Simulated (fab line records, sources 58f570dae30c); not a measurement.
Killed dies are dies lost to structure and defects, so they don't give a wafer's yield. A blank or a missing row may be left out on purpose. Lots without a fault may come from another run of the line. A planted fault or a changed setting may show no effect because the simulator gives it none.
Which tool did it? | flow berkeley_cmos170 | 7 lots, 21 wafers sampled, at 2 steps of a route of 331

WHAT THE GAUGES READ, wafer by wafer
UCB170_CONTACT_OVL_MEAS_16.
lot  | measured     | on         | CONTACT_OVL (nm)
L432 | day 7 18:27  | overlay-01 | 11 10 5
L435 | day 8 09:35  | overlay-02 | -13 1 -14
L437 | day 8 23:07  | overlay-01 | -6 6 6
L440 | day 9 01:34  | overlay-01 | -3 3 -1
L442 | day 9 22:16  | overlay-02 | 10 9 4
L447 | day 10 16:23 | overlay-01 | -6 -3 -4
L453 | day 11 11:27 | overlay-01 | -6 3 -7

WHICH TOOL RAN EACH LOT (tool, then ch and the chambers of the sampled wafers, then the start)
lot  | UCB170_NWELL_IMPLANT_14
L432 | implanter-01 ch 0, day 2 16:47
L435 | implanter-01 ch 0, day 3 05:21
L437 | implanter-01 ch 0, day 3 16:26
L440 | implanter-04 ch 0, day 4 10:43
L442 | implanter-02 ch 0, day 4 18:33
L447 | implanter-04 ch 0, day 6 02:17
L453 | implanter-04 ch 0, day 7 03:30
- UCB170_NWELL_IMPLANT_14

THE ANSWER, worked out from the rows above alone
Rule: what is usual is taken from the lots themselves. Put in order of their means at a reading, lots are off if they are a third of the lots or fewer, leave a main group of 4 or more, and stand apart from it by a gap of 3 or more times the standard deviation of the main group's means; of several such gaps the widest counts. A main group whose means are all the same, to the digits that the tables above print for the reading, isn't used. A lot without any number at a reading at which 4 lots or more have one is off too. The other lots that the step has rows for count as sound.
No lot is off at any reading shown: from this, nothing can be told.

WHAT THE SIMULATOR HAD PUT IN
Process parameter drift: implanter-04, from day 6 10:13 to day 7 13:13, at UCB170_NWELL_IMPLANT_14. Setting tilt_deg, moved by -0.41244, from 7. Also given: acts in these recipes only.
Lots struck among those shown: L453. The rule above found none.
